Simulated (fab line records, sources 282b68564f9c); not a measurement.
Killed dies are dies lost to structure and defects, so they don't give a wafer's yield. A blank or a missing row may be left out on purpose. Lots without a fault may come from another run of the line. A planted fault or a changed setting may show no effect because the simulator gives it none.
A struck lot beside a sound one | flow rit_cmos | 15 steps out of a route of 202
Sound: wafers L119.2, L119.3, L119.6. Struck: wafers L127.4, L127.6. (L127.5 of the same lot was not struck and is left out.) The cause comes at the end.
At each step with rows: each side's tool, then ch and its chambers, then its first start. Under that, the readings that differ: sound wafers | struck wafers | difference of the means | sigmas: that difference in standard deviations of wafers without a fault.
alike: readings whose means differ by less than 2 such deviations, and words and numbers that are the same on both sides. not compared: withheld readings, readings that some wafer has no value for, bounds like >300 that may hide the same value, and numbers for which the record gives no deviation and whose values overlap.
The two part at a step that has a row with sigmas, a row that says differs or no value, or rows on one side only. Numbers that don't overlap but have no deviation are shown without sigmas and don't part them. A reading that every wafer of one side lacks parts them only if that side has two wafers or more.

RIT_M1_SPUTTER_00: material Al, target thk 400 nm, time 500 s.
  sound on pvd_sputter-04, day 3 11:43; struck on pvd_sputter-04, day 5 04:32
  alike: throttle_valve_pct
RIT_M1_RS_MEAS_01: measures by four-point-probe.
  sound on film_metro-04, day 3 12:02; struck on film_metro-02, day 5 04:53
  alike: M1_AL_RS
RIT_M1_THK_MEAS_02: measures by xrf.
  sound on film_metro-04, day 3 12:09; struck on film_metro-02, day 5 04:58
  reading        | sound       | struck  | difference | sigmas
  M1_AL_THK (nm) | 394 392 399 | 405 405 | +10        | +2
then, 6 steps without rows for these wafers: RIT_M1_HMDS_03 (prime time 60 s); RIT_M1_COAT_04 (resist thk 1300 nm); RIT_M1_SOFTBAKE_05 (time 60 s); RIT_M1_EXPOSE_06 (exposes mask M12, target cd 2600 nm); RIT_M1_PEB_07; RIT_M1_DEVELOP_08 (develop time 68 s).
RIT_M1_CD_MEAS_09: target cd 2600 nm.
  sound on cd_sem-02, day 3 13:16; struck on cd_sem-02, day 5 06:04
  alike: cd_nm
RIT_M1_OVL_MEAS_10:
  sound on overlay-02, day 3 13:22; struck on overlay-02, day 5 06:08
  alike: M1_OVL
then, 1 step without rows for these wafers: RIT_M1_HARDBAKE_11 (time 120 s).
RIT_M1_METAL_ETCH_12: etches Al in Cl2/BCl3, stops on SiO2, time 165 s, target depth 600 nm.
  sound on rie_metal-04 ch 0,1, day 3 13:38; struck on rie_metal-03 ch 1, day 5 06:28
  reading                                 | sound           | struck    | difference | sigmas
  model.NOVOLAK_of_M1_COAT_04.thk_nm (nm) | 797.9 798 801.3 | 874.2 874 | +75.0      |
  alike: chamber_pressure_mTorr, drypump_motor_current_A, oes_product_au, throttle_valve_pct
  not compared: rf_hours_counter_h, model.M1.feature_depth_nm
then, 1 step without rows for these wafers: RIT_M1_STRIP_13 (strips in nmp, time 600 s).
RIT_M1_PROBE_99:
  sound on prober-01, day 3 15:57; struck on prober-01, day 5 08:49
  reading                                        | sound                | struck        | difference | sigmas
  model.etest.m1_comb_over_steps.leak_log10_a_um | -12.93 -12.87 -12.65 | -10.94 -11.29 | +1.70      |
  alike: defect_limited_yield, killed_at_front_end, killed_dies, killed_open, killed_short
  not compared: model.etest.antenna_m1.vt_shift_v

WHERE THEY PART
Only at RIT_M1_THK_MEAS_02, within this record. Later steps at which nothing parts them and some readings are alike: RIT_M1_CD_MEAS_09, RIT_M1_OVL_MEAS_10, RIT_M1_METAL_ETCH_12, RIT_M1_PROBE_99.

WHY: what the simulator had put in
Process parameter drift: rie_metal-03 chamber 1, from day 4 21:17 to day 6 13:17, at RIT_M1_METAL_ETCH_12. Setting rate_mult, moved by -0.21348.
